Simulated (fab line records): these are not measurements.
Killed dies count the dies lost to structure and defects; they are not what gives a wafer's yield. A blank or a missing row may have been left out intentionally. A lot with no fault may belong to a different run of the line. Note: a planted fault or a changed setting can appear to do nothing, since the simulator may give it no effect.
fab line records	flow ritCmos	part 1 of 2: steps 1 to 26 of 37
record: lots: 5	wafers: 15	lastDay: 7
route steps=202 shown SDANNEAL@155 PSD@157 NSD@158 PLDD@159 NLDD@160 SILICIDE@161 CONTACT@168 M1@184
lots with no fault: from the same line, run without faults
startH: start of the lot's first displayed wafer, in hours after the record's first day	waitH: hours since the lot's step before	" repeats the value in the row above	L1.1+2: a row that stands for several wafers	- no value, or no start given	* or withheld: withheld	< > ~ a bound
route shown NAME@n: names a module that has steps shown in the file, with the first one's number in the route	usual: mean/standard deviation taken from wafers without a fault	same: alike in all rows	chamber/n: place in a boat	sites: per-site readings	_std_site: the values' standard deviation	_edge_site: inner sites' mean taken away from outer sites' mean	radiusMm: for every site, how far away it sits from the centre of the wafer	mask NAME#n: copy n	behind: tool/chamber where the wafer was last shaped	hold: cause of the lot's hold/its duration in hours/its outcome	device: names the non-switching transistor (n, p or np)	end of line: the same wafers' tests at the end of the route	a step with no rows: only its recipe	killed: not the wafer's yield, but the dies lost to structure and defects at the first sort	map: shows each die of a wafer: x if killed, . if not, _ if none is there
set.NAME: setting as actually run; set.NAME@STEP: the setting as run at that earlier step	model.NAME: the simulator's own value behind a step, which no gauge read
lots seen at some steps along the route; tables by step, rows by wafer
services: when a tool's chamber went out of use (startH, in hours from the record's first day, below 0 if earlier), for how many hours, and the reason
== steps ==
step: RIT_SDANNEAL_CLEAN_02
recipe: chemistry: SC2	mix: 3:3:50	timeS: 600	tempC: 75	dry: n2Spin
lot.wafer	tool	chamber	startH	waitH
L075.1+3+4	wetBench-04	3	63.82	0.0
L085.3+4+6	wetBench-01	3	114.67	0.0
L090.3+4+5	wetBench-02	0	135.67	0.0
L095.2+3+5	wetBench-04	3	158.04	0.0
L097.1+5+6	wetBench-04	1	169.90	0.0
step: RIT_SDANNEAL_RTA_03
recipe: tempC: 1050	timeS: 5	idleTempC: 600	rampUpCPerS: 342	rampDownCPerS: 171	coolToC: 600	ambient: N2
usual: wafer_temp_C_max: 1053.4/1.1
lot.wafer	tool	chamber	startH	waitH	wafer_temp_C_max
L075.1	rtpAnneal-02	0	64.00	0.0	1052.9
L075.3	"	0	"	"	1051.1
L075.4	"	0	"	"	1052.3
L085.3	rtpAnneal-02	0	114.87	0.0	1053.4
L085.4	"	0	"	"	1052.9
L085.6	"	0	"	"	1053.5
L090.3	rtpAnneal-01	0	135.86	0.0	1053.6
L090.4	"	0	"	"	1052.3
L090.5	"	0	"	"	1054.4
L095.2	rtpAnneal-01	0	158.26	0.0	1053.2
L095.3	"	0	"	"	1051.7
L095.5	"	0	"	"	1052.3
L097.1	rtpAnneal-01	0	170.07	0.0	1055.7
L097.5	"	0	"	"	1053.4
L097.6	"	0	"	"	1053.7
step: RIT_SDANNEAL_RS_MEAS_04
recipe: thkMeasGauge: four-point-probe
usual: PSD_RS: 116.00/0.25
lot.wafer	tool	chamber	startH	waitH	PSD_RS[ohm/sq]
L075.1	filmMetro-02	-	64.05	0.0	116.01
L075.3	"	-	"	"	116.00
L075.4	"	-	"	"	116.30
L085.3	filmMetro-02	-	114.95	0.1	115.55
L085.4	"	-	"	"	115.65
L085.6	"	-	"	"	116.21
L090.3	filmMetro-02	-	135.94	0.1	116.37
L090.4	"	-	"	"	116.35
L090.5	"	-	"	"	116.20
L095.2	filmMetro-04	-	158.33	0.1	115.69
L095.3	"	-	"	"	115.28
L095.5	"	-	"	"	115.44
L097.1	filmMetro-04	-	170.13	0.0	115.99
L097.5	"	-	"	"	116.03
L097.6	"	-	"	"	115.79
step: RIT_SDANNEAL_RS_MEAS_05
recipe: thkMeasGauge: four-point-probe
usual: NSD_RS: 84.55/0.27
lot.wafer	tool	chamber	startH	waitH	NSD_RS[ohm/sq]
L075.1	filmMetro-02	-	64.17	0.1	83.99
L075.3	"	-	"	"	84.05
L075.4	"	-	"	"	84.27
L085.3	filmMetro-02	-	115.07	0.1	84.57
L085.4	"	-	"	"	84.58
L085.6	"	-	"	"	84.53
L090.3	filmMetro-02	-	136.06	0.1	84.54
L090.4	"	-	"	"	84.70
L090.5	"	-	"	"	84.45
L095.2	filmMetro-04	-	158.45	0.1	83.94
L095.3	"	-	"	"	84.06
L095.5	"	-	"	"	83.75
L097.1	filmMetro-04	-	170.25	0.1	84.79
L097.5	"	-	"	"	85.38
L097.6	"	-	"	"	85.29
step: RIT_SDANNEAL_RS_MEAS_06
recipe: thkMeasGauge: four-point-probe
usual: PLDD_RS: 178.8/0.46
lot.wafer	tool	chamber	startH	waitH	PLDD_RS[ohm/sq]
L075.1	filmMetro-02	-	64.29	0.1	179.8
L075.3	"	-	"	"	179.5
L075.4	"	-	"	"	179.5
L085.3	filmMetro-02	-	115.19	0.1	178.4
L085.4	"	-	"	"	178.5
L085.6	"	-	"	"	178.9
L090.3	filmMetro-02	-	136.18	0.1	179.1
L090.4	"	-	"	"	179.3
L090.5	"	-	"	"	178.9
L095.2	filmMetro-04	-	158.57	0.1	178.4
L095.3	"	-	"	"	178.4
L095.5	"	-	"	"	178.1
L097.1	filmMetro-04	-	170.37	0.1	178.7
L097.5	"	-	"	"	178.3
L097.6	"	-	"	"	178.5
step: RIT_SDANNEAL_RS_MEAS_07
recipe: thkMeasGauge: four-point-probe
usual: NLDD_RS: 151.8/0.55
lot.wafer	tool	chamber	startH	waitH	NLDD_RS[ohm/sq]
L075.1	filmMetro-02	-	64.41	0.1	152.2
L075.3	"	-	"	"	151.6
L075.4	"	-	"	"	151.7
L085.3	filmMetro-02	-	115.31	0.1	152.2
L085.4	"	-	"	"	152.2
L085.6	"	-	"	"	152.6
L090.3	filmMetro-02	-	136.30	0.1	152.8
L090.4	"	-	"	"	153.0
L090.5	"	-	"	"	153.0
L095.2	filmMetro-04	-	158.69	0.1	152.6
L095.3	"	-	"	"	151.7
L095.5	"	-	"	"	151.7
L097.1	filmMetro-04	-	170.49	0.1	151.7
L097.5	"	-	"	"	151.7
L097.6	"	-	"	"	151.4
step: RIT_SILICIDE_WET_ETCH_00
recipe: chemistry: BOE	target: SiO2	targetDepthNm: 14	timeS: 15	dry: n2Spin	dilution: 10:1	tempC: 21.5
lot.wafer	tool	chamber	startH	waitH
L075.1+3+4	wetBench-01	0	64.53	0.1
L085.3+4+6	wetBench-02	1	115.39	0.1
L090.3+4+5	wetBench-02	0	136.38	0.1
L095.2+3+5	wetBench-01	1	158.79	0.1
L097.1+5+6	wetBench-01	2	170.61	0.1
step: RIT_SILICIDE_SPUTTER_01
recipe: material: Ti	targetThkNm: 30	powerW: 350	chamberPressurePa: 0.667	gas: Ar	timeS: 240	substrateTempC: 25
usual: throttleValvePct: 31.1/1.1
lot.wafer	tool	chamber	startH	waitH	throttleValvePct
L075.1	pvdSputter-02	-	64.55	0.0	29.2
L075.3	"	-	"	"	30.9
L075.4	"	-	"	"	30.9
L085.3	pvdSputter-04	-	115.40	0.0	32.8
L085.4	"	-	"	"	31.9
L085.6	"	-	"	"	31.0
L090.3	pvdSputter-02	-	136.40	0.0	31.7
L090.4	"	-	"	"	29.2
L090.5	"	-	"	"	31.2
L095.2	pvdSputter-04	-	158.80	0.0	32.8
L095.3	"	-	"	"	31.6
L095.5	"	-	"	"	31.0
L097.1	pvdSputter-02	-	170.62	0.0	31.4
L097.5	"	-	"	"	31.6
L097.6	"	-	"	"	30.7
step: RIT_SILICIDE_RS_MEAS_02
recipe: thkMeasGauge: four-point-probe	reads: Ti_of_SILICIDE_SPUTTER_01
usual: SILICIDE_TI_RS: 48.1/0.64
lot.wafer	tool	chamber	startH	waitH	SILICIDE_TI_RS[ohm/sq]
L075.1	filmMetro-02	-	64.70	0.1	49.5
L075.3	"	-	"	"	49.3
L075.4	"	-	"	"	49.3
L085.3	filmMetro-01	-	115.59	0.1	48.1
L085.4	"	-	"	"	48.1
L085.6	"	-	"	"	48.4
L090.3	filmMetro-04	-	136.59	0.1	48.6
L090.4	"	-	"	"	48.9
L090.5	"	-	"	"	48.5
L095.2	filmMetro-02	-	158.97	0.1	47.7
L095.3	"	-	"	"	48.4
L095.5	"	-	"	"	48.2
L097.1	filmMetro-02	-	170.77	0.1	47.2
L097.5	"	-	"	"	47.5
L097.6	"	-	"	"	47.8
step: RIT_SILICIDE_THK_MEAS_03
recipe: thkMeasGauge: xrf	reads: Ti_of_SILICIDE_SPUTTER_01
usual: SILICIDE_TI_THK: 29.7/0.41
lot.wafer	tool	chamber	startH	waitH	SILICIDE_TI_THK[nm]
L075.1	filmMetro-02	-	64.82	0.1	28.8
L075.3	"	-	"	"	29.0
L075.4	"	-	"	"	29.1
L085.3	filmMetro-01	-	115.69	0.1	29.8
L085.4	"	-	"	"	29.8
L085.6	"	-	"	"	29.5
L090.3	filmMetro-04	-	136.69	0.1	29.4
L090.4	"	-	"	"	29.2
L090.5	"	-	"	"	29.3
L095.2	filmMetro-02	-	159.08	0.1	30.0
L095.3	"	-	"	"	29.5
L095.5	"	-	"	"	29.7
L097.1	filmMetro-02	-	170.89	0.1	30.2
L097.5	"	-	"	"	30.0
L097.6	"	-	"	"	29.8
step: RIT_SILICIDE_RTA_04
recipe: tempC: 650	timeS: 10	idleTempC: 25	rampUpS: 5	rampDownS: 5	coolToC: 25	ambient: N2
usual: wafer_temp_C_max: 653.3/1.4
lot.wafer	tool	chamber	startH	waitH	wafer_temp_C_max
L075.1	rtpAnneal-02	0	64.88	0.1	653.0
L075.3	"	0	"	"	655.7
L075.4	"	0	"	"	654.0
L085.3	rtpAnneal-01	0	115.75	0.1	651.9
L085.4	"	0	"	"	651.0
L085.6	"	0	"	"	652.7
L090.3	rtpAnneal-02	0	136.75	0.1	654.1
L090.4	"	0	"	"	654.5
L090.5	"	0	"	"	653.6
L095.2	rtpAnneal-02	0	159.14	0.1	653.7
L095.3	"	0	"	"	655.0
L095.5	"	0	"	"	652.7
L097.1	rtpAnneal-02	0	170.95	0.1	654.0
L097.5	"	0	"	"	653.6
L097.6	"	0	"	"	654.0
step: RIT_SILICIDE_WET_ETCH_05
recipe: chemistry: SPM	target: Ti	tempC: 90	timeS: 120	dry: n2Spin
lot.wafer	tool	chamber	startH	waitH
L075.1+3+4	wetBench-02	0	64.94	0.1
L085.3+4+6	wetBench-01	0	115.80	0.0
L090.3+4+5	wetBench-01	2	136.79	0.0
L095.2+3+5	wetBench-02	0	159.20	0.0
L097.1+5+6	wetBench-02	3	171.02	0.1
step: RIT_SILICIDE_RTA_06
recipe: tempC: 750	timeS: 10	idleTempC: 25	rampUpS: 5	rampDownS: 10	coolToC: 25	ambient: N2
usual: wafer_temp_C_max: 753.8/1.5
lot.wafer	tool	chamber	startH	waitH	wafer_temp_C_max
L075.1	rtpAnneal-02	0	64.99	0.0	754.8
L075.3	"	0	"	"	755.1
L075.4	"	0	"	"	755.8
L085.3	rtpAnneal-02	0	115.86	0.0	756.1
L085.4	"	0	"	"	755.2
L085.6	"	0	"	"	755.9
L090.3	rtpAnneal-01	0	136.90	0.0	752.8
L090.4	"	0	"	"	752.4
L090.5	"	0	"	"	752.9
L095.2	rtpAnneal-01	0	159.25	0.0	752.4
L095.3	"	0	"	"	754.1
L095.5	"	0	"	"	753.1
L097.1	rtpAnneal-01	0	171.10	0.0	752.1
L097.5	"	0	"	"	751.5
L097.6	"	0	"	"	752.3
step: RIT_CONTACT_CVD_00
recipe: material: SiO2	targetThkNm: 400	precursor: TEOS	tempC: 390	timeS: 61	rfW: 400
usual: heaterPowerW: 288/57	susceptorTempC: 389.99/0.23
lot.wafer	tool	chamber	startH	waitH	heaterPowerW	susceptorTempC
L075.1	pecvd-01	0	65.05	0.1	224	390.04
L075.3	"	2	"	"	318	390.07
L075.4	"	1	"	"	359	389.85
L085.3	pecvd-02	2	115.90	0.0	259	389.95
L085.4	"	0	"	"	293	390.40
L085.6	"	2	"	"	186	389.61
L090.3	pecvd-01	2	136.94	0.0	295	390.21
L090.4	"	2	"	"	316	390.03
L090.5	"	1	"	"	263	390.00
L095.2	pecvd-04	1	159.31	0.0	394	390.28
L095.3	"	0	"	"	233	389.61
L095.5	"	2	"	"	251	390.04
L097.1	pecvd-02	1	171.17	0.1	285	390.19
L097.5	"	1	"	"	293	390.19
L097.6	"	2	"	"	235	389.98
step: RIT_CONTACT_THK_MEAS_01
recipe: reads: SiO2_of_CONTACT_CVD_00
usual: CONTACT_TEOS_THK: 400/4.6
lot.wafer	tool	chamber	startH	waitH	CONTACT_TEOS_THK[nm]
L075.1	filmMetro-01	-	65.10	0.0	392
L075.3	"	-	"	"	396
L075.4	"	-	"	"	405
L085.3	filmMetro-02	-	115.98	0.0	401
L085.4	"	-	"	"	405
L085.6	"	-	"	"	408
L090.3	filmMetro-03	-	137.01	0.0	395
L090.4	"	-	"	"	403
L090.5	"	-	"	"	408
L095.2	filmMetro-02	-	159.37	0.0	393
L095.3	"	-	"	"	400
L095.5	"	-	"	"	397
L097.1	filmMetro-03	-	171.22	0.0	390
L097.5	"	-	"	"	396
L097.6	"	-	"	"	402
step: RIT_CONTACT_HMDS_02
recipe: primeTimeS: 60	primeTempC: 140
usual: chillPlateTempC: 22.98/0.098
lot.wafer	tool	chamber	startH	waitH	chillPlateTempC
L075.1	lithoTrack-02	0	65.16	0.1	23.13
L075.3	"	0	"	"	23.00
L075.4	"	0	"	"	22.94
L085.3	lithoTrack-03	0	116.07	0.1	22.89
L085.4	"	0	"	"	22.88
L085.6	"	0	"	"	22.88
L090.3	lithoTrack-02	0	137.10	0.1	23.01
L090.4	"	0	"	"	23.04
L090.5	"	0	"	"	23.11
L095.2	lithoTrack-03	0	159.44	0.1	22.96
L095.3	"	0	"	"	23.02
L095.5	"	0	"	"	22.90
L097.1	lithoTrack-02	0	171.28	0.1	22.82
L097.5	"	0	"	"	22.97
L097.6	"	0	"	"	22.99
step: RIT_CONTACT_COAT_03
recipe: resist: NOVOLAK	spinRpm: 3250	resistThkNm: 1000
usual: chillPlateTempC: 23.00/0.12
lot.wafer	tool	chamber	startH	waitH	chillPlateTempC
L075.1	lithoTrack-02	0	65.31	0.1	23.17
L075.3	"	0	"	"	23.15
L075.4	"	0	"	"	23.23
L085.3	lithoTrack-03	0	116.22	0.1	22.89
L085.4	"	0	"	"	22.81
L085.6	"	0	"	"	23.06
L090.3	lithoTrack-02	0	137.25	0.1	22.95
L090.4	"	0	"	"	23.04
L090.5	"	0	"	"	23.12
L095.2	lithoTrack-03	0	159.59	0.1	22.95
L095.3	"	0	"	"	23.00
L095.5	"	0	"	"	23.08
L097.1	lithoTrack-02	0	171.43	0.1	23.03
L097.5	"	0	"	"	23.02
L097.6	"	0	"	"	22.84
step: RIT_CONTACT_SOFTBAKE_04
recipe: resist: NOVOLAK	tempC: 90	timeS: 60
usual: chillPlateTempC: 23.00/0.1
lot.wafer	tool	chamber	startH	waitH	chillPlateTempC
L075.1	lithoTrack-02	0	65.46	0.1	23.07
L075.3	"	0	"	"	23.10
L075.4	"	0	"	"	23.14
L085.3	lithoTrack-03	0	116.37	0.1	23.14
L085.4	"	0	"	"	22.92
L085.6	"	0	"	"	23.03
L090.3	lithoTrack-02	0	137.40	0.1	22.95
L090.4	"	0	"	"	22.91
L090.5	"	0	"	"	22.82
L095.2	lithoTrack-03	0	159.74	0.1	22.95
L095.3	"	0	"	"	22.95
L095.5	"	0	"	"	22.89
L097.1	lithoTrack-02	0	171.58	0.1	22.94
L097.5	"	0	"	"	23.03
L097.6	"	0	"	"	23.01
step: RIT_CONTACT_EXPOSE_05
recipe: maskId: M11	na: 0.6	sourceShape: conventional	sigmaOuter: 0.5	targetCdNm: 1000	doseMj: 250
usual: stageVelMmS: 499.98/0.23
lot.wafer	tool	chamber	startH	waitH	mask	stageVelMmS
L075.1	ilineStepper-02	0	65.74	0.2	M11#0	500.07
L075.3	"	0	"	"	M11#0	499.86
L075.4	"	0	"	"	M11#0	500.04
L085.3	ilineStepper-02	0	116.50	0.1	M11#0	500.36
L085.4	"	0	"	"	M11#0	500.47
L085.6	"	0	"	"	M11#0	500.12
L090.3	ilineStepper-01	0	137.67	0.2	M11#0	500.20
L090.4	"	0	"	"	M11#0	499.98
L090.5	"	0	"	"	M11#0	499.77
L095.2	ilineStepper-02	0	159.89	0.1	M11#0	499.85
L095.3	"	0	"	"	M11#0	499.97
L095.5	"	0	"	"	M11#0	500.22
L097.1	ilineStepper-02	0	171.85	0.2	M11#0	499.78
L097.5	"	0	"	"	M11#0	499.90
L097.6	"	0	"	"	M11#0	500.22
step: RIT_CONTACT_PEB_06
recipe: resist: NOVOLAK	tempC: withheld	timeS: withheld
usual: chillPlateTempC: *
lot.wafer	tool	chamber	startH	waitH	chillPlateTempC
L075.1	lithoTrack-02	0	65.85	0.1	*
L075.3	"	0	"	"	*
L075.4	"	0	"	"	*
L085.3	lithoTrack-04	0	116.63	0.1	*
L085.4	"	0	"	"	*
L085.6	"	0	"	"	*
L090.3	lithoTrack-02	0	137.79	0.1	*
L090.4	"	0	"	"	*
L090.5	"	0	"	"	*
L095.2	lithoTrack-03	0	160.04	0.1	*
L095.3	"	0	"	"	*
L095.5	"	0	"	"	*
L097.1	lithoTrack-03	0	171.97	0.1	*
L097.5	"	0	"	"	*
L097.6	"	0	"	"	*
step: RIT_CONTACT_DEVELOP_07
recipe: resist: NOVOLAK	developTimeS: 120	devTempC: 23
usual: chillPlateTempC: 22.98/0.11	developerTempC: 23.01/0.092
same: developTimeS: 120
lot.wafer	tool	chamber	startH	waitH	chillPlateTempC	developerTempC
L075.1	lithoTrack-02	0	-	-	22.90	22.96
L075.3	"	0	"	"	23.04	22.97
L075.4	"	0	"	"	22.99	22.96
L085.3	lithoTrack-04	0	-	-	23.08	22.80
L085.4	"	0	"	"	23.16	23.10
L085.6	"	0	"	"	22.99	23.06
L090.3	lithoTrack-02	0	-	-	22.95	22.88
L090.4	"	0	"	"	23.05	22.80
L090.5	"	0	"	"	23.01	22.88
L095.2	lithoTrack-03	0	-	-	23.15	23.22
L095.3	"	0	"	"	23.08	23.01
L095.5	"	0	"	"	23.13	23.01
L097.1	lithoTrack-03	0	-	-	23.05	23.02
L097.5	"	0	"	"	23.09	22.92
L097.6	"	0	"	"	22.98	23.04
step: RIT_CONTACT_CD_MEAS_08
recipe: targetCdNm: 1000
usual: cdNm: 1000.4/2.3
lot.wafer	tool	chamber	startH	waitH	cdNm
L075.1	cdSem-02	-	66.25	-	997.6
L075.3	"	-	"	"	997.2
L075.4	"	-	"	"	998.7
L085.3	cdSem-01	-	117.02	-	995.8
L085.4	"	-	"	"	998.4
L085.6	"	-	"	"	998.0
L090.3	cdSem-02	-	138.18	-	1005.1
L090.4	"	-	"	"	1003.7
L090.5	"	-	"	"	1002.1
L095.2	cdSem-02	-	160.44	-	999.1
L095.3	"	-	"	"	999.0
L095.5	"	-	"	"	997.9
L097.1	cdSem-02	-	172.37	-	1003.4
L097.5	"	-	"	"	1003.2
L097.6	"	-	"	"	1002.5
step: RIT_CONTACT_OVL_MEAS_09
usual: CONTACT_OVL: 0.2/1.2
lot.wafer	tool	chamber	startH	waitH	CONTACT_OVL[nm]
L075.1	overlay-01	-	66.37	0.1	-1.0
L075.3	"	-	"	"	-2.5
L075.4	"	-	"	"	-1.1
L085.3	overlay-02	-	117.11	0.1	0.9
L085.4	"	-	"	"	2.5
L085.6	"	-	"	"	1.7
L090.3	overlay-01	-	138.28	0.1	2.9
L090.4	"	-	"	"	-0.2
L090.5	"	-	"	"	-0.7
L095.2	overlay-02	-	160.54	0.1	1.9
L095.3	"	-	"	"	-0.4
L095.5	"	-	"	"	0.8
L097.1	overlay-01	-	172.49	0.1	1.4
L097.5	"	-	"	"	2.2
L097.6	"	-	"	"	-1.3
step: RIT_CONTACT_HARDBAKE_10
recipe: resist: NOVOLAK	tempC: 140	timeS: 60
usual: chillPlateTempC: 23.00/0.1
lot.wafer	tool	chamber	startH	waitH	chillPlateTempC
L075.1	lithoTrack-02	0	66.41	0.0	22.98
L075.3	"	0	"	"	22.97
L075.4	"	0	"	"	22.93
L085.3	lithoTrack-04	0	117.19	0.1	23.02
L085.4	"	0	"	"	23.12
L085.6	"	0	"	"	22.92
L090.3	lithoTrack-04	0	138.35	0.1	22.95
L090.4	"	0	"	"	22.87
L090.5	"	0	"	"	22.75
L095.2	lithoTrack-04	0	160.60	0.0	23.09
L095.3	"	0	"	"	23.06
L095.5	"	0	"	"	22.98
L097.1	lithoTrack-04	0	172.53	0.0	22.88
L097.5	"	0	"	"	22.99
L097.6	"	0	"	"	22.75
step: RIT_CONTACT_ETCH_11
recipe: targetDepthA: 4800	overEtchFrac: 0.2	stopOn: TiSi2	chemistry: CHF3/CF4/Ar	target: SiO2	CHF3_flow_sccm: 50	cf4FlowSccm: 10	Ar_flow_sccm: 100	O2_flow_sccm: 5	pressureMtorr: 100	rfW: 200	timeS: 320
usual: drypumpMotorCurrentA: 5.9/0.53	mfcArSccm: 99.95/0.27	oesProductAu: 0.990/0.016	throttleValvePct: 8.81/0.15
same: overEtchFrac: 0.2
lot.wafer	tool	chamber	startH	waitH	drypumpMotorCurrentA	mfcArSccm	oesProductAu	rfHoursCounterH	throttleValvePct
L075.1	rieDiel-01	1	66.56	0.1	5.4	100.14	0.984	10	8.59
L075.3	"	3	"	"	6.4	99.73	1.002	130	8.94
L075.4	"	0	"	"	5.8	100.25	0.969	45	8.93
L085.3	rieDiel-01	3	117.29	0.1	6.4	100.46	1.019	131	8.93
L085.4	"	1	"	"	5.3	99.64	0.990	11	8.62
L085.6	"	2	"	"	6.4	99.73	0.979	-	8.68
L090.3	rieDiel-01	2	138.45	0.1	6.4	99.64	0.984	46	8.68
L090.4	"	0	"	"	5.8	99.49	0.973	46	8.91
L090.5	"	1	"	"	5.4	100.00	0.982	-	8.61
L095.2	rieDiel-01	3	160.72	0.1	6.4	100.11	1.006	132	8.96
L095.3	"	2	"	"	6.3	99.60	0.980	47	8.70
L095.5	"	1	"	"	5.3	99.73	0.988	-	8.60
L097.1	rieDiel-03	3	172.68	0.1	6.3	100.03	0.982	97	9.03
L097.5	"	1	"	"	6.1	100.13	0.974	-	8.66
L097.6	"	0	"	"	6.7	99.58	1.002	-	8.73
step: RIT_CONTACT_STRIP_12
recipe: chemistry: O2	timeS: 180	resist: NOVOLAK	platenTempC: withheld	powerW: 500	pressureMtorr: 4000	o2FlowSccm: 4000
usual: drypumpMotorCurrentA: 5.7/0.37
lot.wafer	tool	chamber	startH	waitH	drypumpMotorCurrentA	rfHoursCounterH
L075.1	plasmaAsher-03	1	66.76	0.1	5.2	38
L075.3	"	0	"	"	5.8	-
L075.4	"	1	"	"	5.2	-
L085.3	plasmaAsher-03	0	117.54	0.2	5.8	-
L085.4	"	1	"	"	5.2	-
L085.6	"	0	"	"	5.8	-
L090.3	plasmaAsher-02	1	138.70	0.2	5.7	-
L090.4	"	0	"	"	6.2	-
L090.5	"	0	"	"	6.2	-
L095.2	plasmaAsher-02	0	160.92	0.1	6.2	38
L095.3	"	1	"	"	5.7	-
L095.5	"	1	"	"	5.7	-
L097.1	plasmaAsher-02	1	172.87	0.1	5.7	39
L097.5	"	1	"	"	5.7	-
L097.6	"	0	"	"	6.2	-
